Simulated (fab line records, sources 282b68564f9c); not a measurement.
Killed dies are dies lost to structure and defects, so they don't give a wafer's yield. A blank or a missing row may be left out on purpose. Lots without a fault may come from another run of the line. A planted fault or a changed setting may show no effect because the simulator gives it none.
A struck lot beside a sound one | flow rit_cmos | 20 steps out of a route of 202
Sound: wafers L278.3, L278.4, L278.5. Struck: wafers L281.2, L281.4, L281.5. The cause comes at the end.
At each step with rows: each side's tool, then ch and its chambers, then its first start. Under that, the readings that differ: sound wafers | struck wafers | difference of the means | sigmas: that difference in standard deviations of wafers without a fault.
alike: readings whose means differ by less than 2 such deviations, and words and numbers that are the same on both sides. not compared: withheld readings, readings that some wafer has no value for, bounds like >300 that may hide the same value, and numbers for which the record gives no deviation and whose values overlap.
The two part at a step that has a row with sigmas, a row that says differs or no value, or rows on one side only. Numbers that don't overlap but have no deviation are shown without sigmas and don't part them. A reading that every wafer of one side lacks parts them only if that side has two wafers or more.

RIT_SDANNEAL_RS_MEAS_06: measures by four-point-probe.
  sound on film_metro-03, day 6 22:41; struck on film_metro-01, day 7 12:16
  alike: PLDD_RS
RIT_SDANNEAL_RS_MEAS_07: measures by four-point-probe.
  sound on film_metro-03, day 6 22:49; struck on film_metro-01, day 7 12:23
  alike: NLDD_RS
then, 1 step without rows for these wafers: RIT_SILICIDE_WET_ETCH_00 (etches SiO2 in BOE, target depth 14 nm, time 15 s).
RIT_SILICIDE_SPUTTER_01: material Ti, target thk 30 nm, time 240 s.
  sound on pvd_sputter-01, day 6 22:54; struck on pvd_sputter-02, day 7 12:30
  alike: throttle_valve_pct
RIT_SILICIDE_RS_MEAS_02: measures by four-point-probe.
  sound on film_metro-01, day 6 23:05; struck on film_metro-04, day 7 12:40
  alike: SILICIDE_TI_RS
RIT_SILICIDE_THK_MEAS_03: measures by xrf.
  sound on film_metro-01, day 6 23:11; struck on film_metro-04, day 7 12:47
  alike: SILICIDE_TI_THK
RIT_SILICIDE_RTA_04: time 10 s, ramp up 5 s, ramp down 5 s.
  sound on rtp_anneal-02 ch 0, day 6 23:15; struck on rtp_anneal-01 ch 0, day 7 12:50
  alike: chamber_o2_ppm, wafer_temp_C_max
then, 1 step without rows for these wafers: RIT_SILICIDE_WET_ETCH_05 (etches Ti in SPM, time 120 s).
RIT_SILICIDE_RTA_06: time 10 s, ramp up 5 s, ramp down 10 s.
  sound on rtp_anneal-01 ch 0, day 6 23:22; struck on rtp_anneal-02 ch 0, day 7 12:57
  alike: chamber_o2_ppm, wafer_temp_C_max
RIT_CONTACT_CVD_00: deposits SiO2 from TEOS, target thk 400 nm, time 61 s.
  sound on pecvd-04 ch 0,1, day 6 23:25; struck on pecvd-04 ch 0,2, day 7 13:01
  alike: heater_power_w
RIT_CONTACT_THK_MEAS_01:
  sound on film_metro-02, day 6 23:29; struck on film_metro-01, day 7 13:04
  alike: CONTACT_TEOS_THK
then, 1 step without rows for these wafers: RIT_CONTACT_HMDS_02 (prime time 60 s).
RIT_CONTACT_COAT_03: resist thk 1000 nm.
  sound on litho_track-04 ch 0, day 6 23:43; struck on litho_track-01, day 7 13:17
  no value came back on the struck wafers for chill_plate_temp_C (C), dispense_pressure_kPa (kPa); on the sound wafers chill_plate_temp_C (C) reads 23.10 23.10 23.01
then, 4 steps without rows for these wafers: RIT_CONTACT_SOFTBAKE_04 (time 60 s); RIT_CONTACT_EXPOSE_05 (exposes mask M11, target cd 1000 nm); RIT_CONTACT_PEB_06; RIT_CONTACT_DEVELOP_07 (develop time 120 s).
RIT_CONTACT_CD_MEAS_08: target cd 1000 nm.
  sound on cd_sem-01, day 7 00:39; struck on cd_sem-01, day 7 14:06
  reading    | sound              | struck | difference                    | sigmas
  cd_nm (nm) | 999.6 999.3 1002.2 | - - -  | no value on the struck wafers |
RIT_CONTACT_OVL_MEAS_09:
  sound on overlay-01, day 7 00:44; struck on overlay-02, day 7 14:13
  reading          | sound          | struck | difference                    | sigmas
  CONTACT_OVL (nm) | -0.6 -0.6 -3.3 | - - -  | no value on the struck wafers |
RIT_M1_PROBE_99:
  sound on prober-01, day 7 06:02; struck on prober-02, day 7 19:17
  reading            | sound | struck      | difference | sigmas
  killed_at_contacts | 0 0 0 | 256 255 256 | +256       | +99 or more
  killed_dies        | 7 3 9 | 264 264 264 | +258       | +89
  killed_on_rim      | 2 1 3 | 70 70 70    | +68        | +49
  alike: killed_at_front_end, killed_open, killed_short

WHERE THEY PART
First at RIT_CONTACT_COAT_03; last, within this record, at RIT_M1_PROBE_99.

WHY: what the simulator had put in
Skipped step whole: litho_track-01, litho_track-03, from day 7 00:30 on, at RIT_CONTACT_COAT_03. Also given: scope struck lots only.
